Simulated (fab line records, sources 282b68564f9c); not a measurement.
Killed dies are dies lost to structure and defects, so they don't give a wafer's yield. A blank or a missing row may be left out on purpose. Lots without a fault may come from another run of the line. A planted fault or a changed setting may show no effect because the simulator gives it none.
Split-lot experiment | flow rit_cmos | 5 lots, 23 wafers read, on a route of 202 steps

THE SPLIT
At RIT_PSD_IMPLANT_08, the setting energy_kev was moved away from the recipe's 27 on 8 of the 23 wafers read, by +3.3% to +4.4%. The other wafers ran this setting at the recipe's value.

FROM THE SPLIT TO THE READING: what the file shows between them, 3 steps
- RIT_PSD_STRIP_09: strips in O2, time 180 s
- RIT_SDANNEAL_CLEAN_02: cleans in SC2, time 600 s
- RIT_SDANNEAL_RTA_03: time 5 s

THE READING
PSD_RS, in ohm/sq, at RIT_SDANNEAL_RS_MEAS_04 (measures by four-point-probe). Fault-free wafers of this fab line usually give 115.9 ohm/sq, standard deviation 0.34 ohm/sq.

wafer  | tool, chamber at the split | energy_kev as run | against the recipe | PSD_RS, ohm/sq | against lot-mates on the recipe
L076.1 | implanter-01, 0            | 27                | recipe             | 115.8          | -
L076.2 | implanter-01, 0            | 28.2              | +4.4%              | 113.6          | -2.3
L076.4 | implanter-01, 0            | 28.2              | +4.4%              | 113.2          | -2.7
L076.5 | implanter-01, 0            | 28.2              | +4.4%              | 113.4          | -2.5
L076.6 | implanter-01, 0            | 27                | recipe             | 116.0          | -
L078.1 | implanter-01, 0            | 27.96             | +3.6%              | 113.9          | -1.8
L078.2 | implanter-01, 0            | 27                | recipe             | 115.8          | -
L078.3 | implanter-01, 0            | 27                | recipe             | 115.6          | -
L078.4 | implanter-01, 0            | 27                | recipe             | 115.8          | -
L078.5 | implanter-01, 0            | 27.96             | +3.6%              | 113.4          | -2.3
L079.1 | implanter-04, 0            | 27                | recipe             | 116.1          | -
L079.2 | implanter-04, 0            | 27                | recipe             | 115.8          | -
L079.3 | implanter-04, 0            | 27.89             | +3.3%              | 114.1          | -1.8
L079.5 | implanter-04, 0            | 27.89             | +3.3%              | 114.1          | -1.8
L079.6 | implanter-04, 0            | 27.89             | +3.3%              | 113.8          | -2.1
L081.1 | implanter-03, 0            | 27                | recipe             | 116.5          | -
L081.3 | implanter-03, 0            | 27                | recipe             | 116.5          | -
L081.6 | implanter-03, 0            | 27                | recipe             | 116.5          | -
L084.1 | implanter-03, 0            | 27                | recipe             | 115.9          | -
L084.2 | implanter-03, 0            | 27                | recipe             | 115.6          | -
L084.3 | implanter-03, 0            | 27                | recipe             | 115.5          | -
L084.4 | implanter-03, 0            | 27                | recipe             | 116.1          | -
L084.6 | implanter-03, 0            | 27                | recipe             | 115.4          | -

THE FIT
A straight line over all 23 wafers: PSD_RS changes by -0.587 ohm/sq for each +1% of energy_kev; r = -0.96; the points scatter about the line by 0.32 ohm/sq.
The same after taking each lot's own level away (the mean of its wafers on the recipe; 23 wafers): -0.575 ohm/sq for each +1%; r = -0.99; scatter 0.18 ohm/sq.
On that fit, the largest move of energy_kev shifts the reading by 2.6 ohm/sq.
The lots' own levels span 115.70 to 116.50 ohm/sq, that is 2.4 times the standard deviation above.
So the lot-to-lot level changes the slope little: the two slopes agree.
Check: with one of the wafers moved furthest among these (+4.4%) left out of the fit, the line predicts -2.61 ohm/sq for it against its lot-mates. It came out at -2.3 ohm/sq against them.

OTHER SPLITS ON THESE WAFERS
These wafers also went through other splits before the reading. Each is held against what the fit with the lots' levels taken away leaves over:
other split on the same wafers | wafers away from the commonest value | r with PSD_RS (lot level and that fit taken away)
RIT_PLDD_COAT_01 spin_rpm      | 8                                    | +0.29
RIT_NSD_IMPLANT_08 energy_kev  | 5                                    | +0.01

THE WHOLE CHAIN: every reading that the file lists as answering this split, in the file's order
step                    | what it does                 | reading                                                         | change (the file's fit)                | r (the file's)
RIT_PSD_IMPLANT_08      |                              | implant.drp_nm (the simulator's own value, which no gauge read) | +0.0843 nm for each +1% of the setting | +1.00
RIT_SDANNEAL_RS_MEAS_04 | measures by four-point-probe | PSD_RS                                                          | -0.585 for each +1% of the setting     | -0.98

THE FILE'S OWN FIT
PSD_RS changes by -0.585 ohm/sq for each +1% of energy_kev, r = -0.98.
